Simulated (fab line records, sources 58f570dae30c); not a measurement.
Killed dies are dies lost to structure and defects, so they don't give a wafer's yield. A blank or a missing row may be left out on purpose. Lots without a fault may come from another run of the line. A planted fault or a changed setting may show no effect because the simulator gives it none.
Which tool did it? | flow berkeley_cmos170 | 7 lots, 21 wafers sampled, at 3 steps of a route of 331

WHAT THE GAUGES READ, wafer by wafer
UCB170_ACTIVE_THK_MEAS_03.
lot  | measured    | on            | ACTIVE_OXIDE_THK (nm)
L564 | day 5 04:16 | film_metro-01 | 27.2 27.0 27.0
L567 | day 5 19:38 | film_metro-01 | 26.4 26.8 26.8
L568 | day 5 19:38 | film_metro-03 | 26.5 26.8 26.7
L571 | day 6 23:57 | film_metro-02 | 26.5 26.3 26.0
L576 | day 6 23:54 | film_metro-01 | 26.5 26.5 26.5
L575 | day 6 23:56 | film_metro-01 | 26.6 26.6 27.0
L584 | day 8 15:11 | film_metro-03 | 12.7 12.7 12.1

WHICH TOOL RAN EACH LOT (tool, then ch and the chambers of the sampled wafers, then the start)
lot  | UCB170_NWELL_STRIP_15               | UCB170_ACTIVE_OXIDATION_02
L564 | plasma_asher-02 ch 0,1, day 2 22:33 | furnace-04 ch 0, day 5 02:53
L567 | plasma_asher-01 ch 0,1, day 3 15:14 | furnace-01 ch 0, day 5 18:17
L568 | plasma_asher-01 ch 0,1, day 3 16:02 | furnace-01 ch 0, day 5 18:17
L571 | plasma_asher-02 ch 0,1, day 4 17:07 | furnace-02 ch 0, day 6 22:31
L576 | plasma_asher-02 ch 0,1, day 5 13:53 | furnace-02 ch 0, day 6 22:31
L575 | plasma_asher-02 ch 0, day 5 13:58   | furnace-02 ch 0, day 6 22:31
L584 | plasma_asher-04 ch 0,1, day 6 15:14 | furnace-02 ch 0, day 8 13:49
- UCB170_NWELL_STRIP_15: strips in O2.
- UCB170_ACTIVE_OXIDATION_02: target thk 26.4 nm, ox time 1260 s.

THE ANSWER, worked out from the rows above alone
Rule: what is usual is taken from the lots themselves. Put in order of their means at a reading, lots are off if they are a third of the lots or fewer, leave a main group of 4 or more, and stand apart from it by a gap of 3 or more times the standard deviation of the main group's means; of several such gaps the widest counts. A main group whose means are all the same, to the digits that the tables above print for the reading, isn't used. A lot without any number at a reading at which 4 lots or more have one is off too. The other lots that the step has rows for count as sound.
Off: L584, at UCB170_ACTIVE_THK_MEAS_03 (ACTIVE_OXIDE_THK). The main group: mean 26.6 nm, standard deviation 0.24.
A tool fits if, at a process step before that reading, it ran every lot that is off, and no sound lot after the first of them. The gauges at UCB170_ACTIVE_THK_MEAS_03 are tried like those tools. Can't be told from this: 3 tools fit, plasma_asher-04 at UCB170_NWELL_STRIP_15, furnace-02 at UCB170_ACTIVE_OXIDATION_02, film_metro-03 at UCB170_ACTIVE_THK_MEAS_03.

WHAT THE SIMULATOR HAD PUT IN
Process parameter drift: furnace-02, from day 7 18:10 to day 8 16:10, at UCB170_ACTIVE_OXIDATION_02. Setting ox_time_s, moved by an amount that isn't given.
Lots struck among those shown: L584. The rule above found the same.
